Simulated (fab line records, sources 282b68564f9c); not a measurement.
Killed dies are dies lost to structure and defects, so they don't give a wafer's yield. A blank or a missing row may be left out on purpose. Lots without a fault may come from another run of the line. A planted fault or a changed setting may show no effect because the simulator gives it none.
A struck lot beside a sound one | flow rit_cmos | 15 steps out of a route of 202
Sound: wafers L680.2, L680.3, L680.4. Struck: wafers L695.2, L695.4, L695.5. The cause comes at the end.
At each step with rows: each side's tool, then ch and its chambers, then its first start. Under that, the readings that differ: sound wafers | struck wafers | difference of the means | sigmas: that difference in standard deviations of wafers without a fault.
alike: readings whose means differ by less than 2 such deviations, and words and numbers that are the same on both sides. not compared: withheld readings, readings that some wafer has no value for, bounds like >300 that may hide the same value, and numbers for which the record gives no deviation and whose values overlap.
The two part at a step that has a row with sigmas, a row that says differs or no value, or rows on one side only. Numbers that don't overlap but have no deviation are shown without sigmas and don't part them. A reading that every wafer of one side lacks parts them only if that side has two wafers or more.

first, 2 steps without rows for these wafers: RIT_SPACER_CLEAN_02 (cleans in SC2, time 600 s); RIT_SPACER_CVD_03 (deposits Si3N4 from SiH2Cl2/NH3, target thk 250 nm, time 3300 s).
RIT_SPACER_THK_MEAS_04:
  sound on film_metro-04, day 4 05:51; struck on film_metro-02, day 6 22:38
  reading                 | sound             | struck            | difference | sigmas
  SPACER_NITRIDE_THK (nm) | 248.4 246.3 245.3 | 250.7 251.5 252.5 | +4.9       | +2
RIT_SPACER_ETCHBACK_05: etches Si3N4 in SF6/CHF3, stops on SiO2, target depth 250 nm, time 240 s.
  sound on rie_diel-01 ch 0,1,3, day 4 05:54; struck on rie_diel-03 ch 0,2, day 6 22:41
  alike: chamber_pressure_mTorr, drypump_motor_current_A, oes_product_au, rf_fwd_power_W, throttle_valve_pct
  not compared: rf_hours_counter_h
then, 6 steps without rows for these wafers: RIT_NSD_HMDS_00 (prime time 60 s); RIT_NSD_COAT_01 (resist thk 1000 nm); RIT_NSD_SOFTBAKE_02 (time 60 s); RIT_NSD_EXPOSE_03 (exposes mask M9, target cd 40700 nm); RIT_NSD_PEB_04; RIT_NSD_DEVELOP_05 (develop time 50 s).
RIT_NSD_OVL_MEAS_06:
  sound on overlay-01, day 4 07:05; struck on overlay-01, day 6 23:57
  alike: NSD_OVL
then, 1 step without rows for these wafers: RIT_NSD_HARDBAKE_07 (time 60 s).
RIT_NSD_IMPLANT_08:
  sound on implanter-02 ch 0, day 4 07:26; struck on implanter-02 ch 0, day 7 00:16
  reading            | sound             | struck            | difference | sigmas
  tilt_deg (degrees) | 7.002 6.995 6.997 | 6.580 6.581 6.596 | -0.412     | -21
RIT_NSD_STRIP_09: strips in O2, time 180 s.
  sound on plasma_asher-03 ch 0,1, day 4 07:34; struck on plasma_asher-02 ch 0,1, day 7 00:23
  alike: chamber_pressure_mTorr, drypump_motor_current_A
  not compared: rf_hours_counter_h
RIT_M1_PROBE_99:
  sound on prober-02, day 4 19:15; struck on prober-01, day 7 10:08
  reading                                 | sound             | struck            | difference | sigmas
  model.etest.diode_nplus_pwell.bv_v (V)  | 5.822 5.874 5.851 | 6.037 5.992 6.077 | +0.186     |
  model.etest.nmos_0p3.bv_v (V)           | 5.459 5.485 5.46  | 5.532 5.516 5.567 | +0.070     |
  model.etest.diode_nplus_pwell.cj_ff_um2 | 2.104 2.111 2.096 | 2.028 2.045 2.027 | -0.070     |
  model.etest.diode_nplus_comb.cj_ff_um2  | 2.666 2.678 2.665 | 2.584 2.603 2.6   | -0.074     |
  alike: killed_at_contacts, killed_at_front_end, killed_dies, killed_open, killed_short

WHERE THEY PART
First at RIT_SPACER_THK_MEAS_04; last, within this record, at RIT_NSD_IMPLANT_08. Later steps at which nothing parts them and some readings are alike: RIT_NSD_STRIP_09, RIT_M1_PROBE_99.

WHY: what the simulator had put in
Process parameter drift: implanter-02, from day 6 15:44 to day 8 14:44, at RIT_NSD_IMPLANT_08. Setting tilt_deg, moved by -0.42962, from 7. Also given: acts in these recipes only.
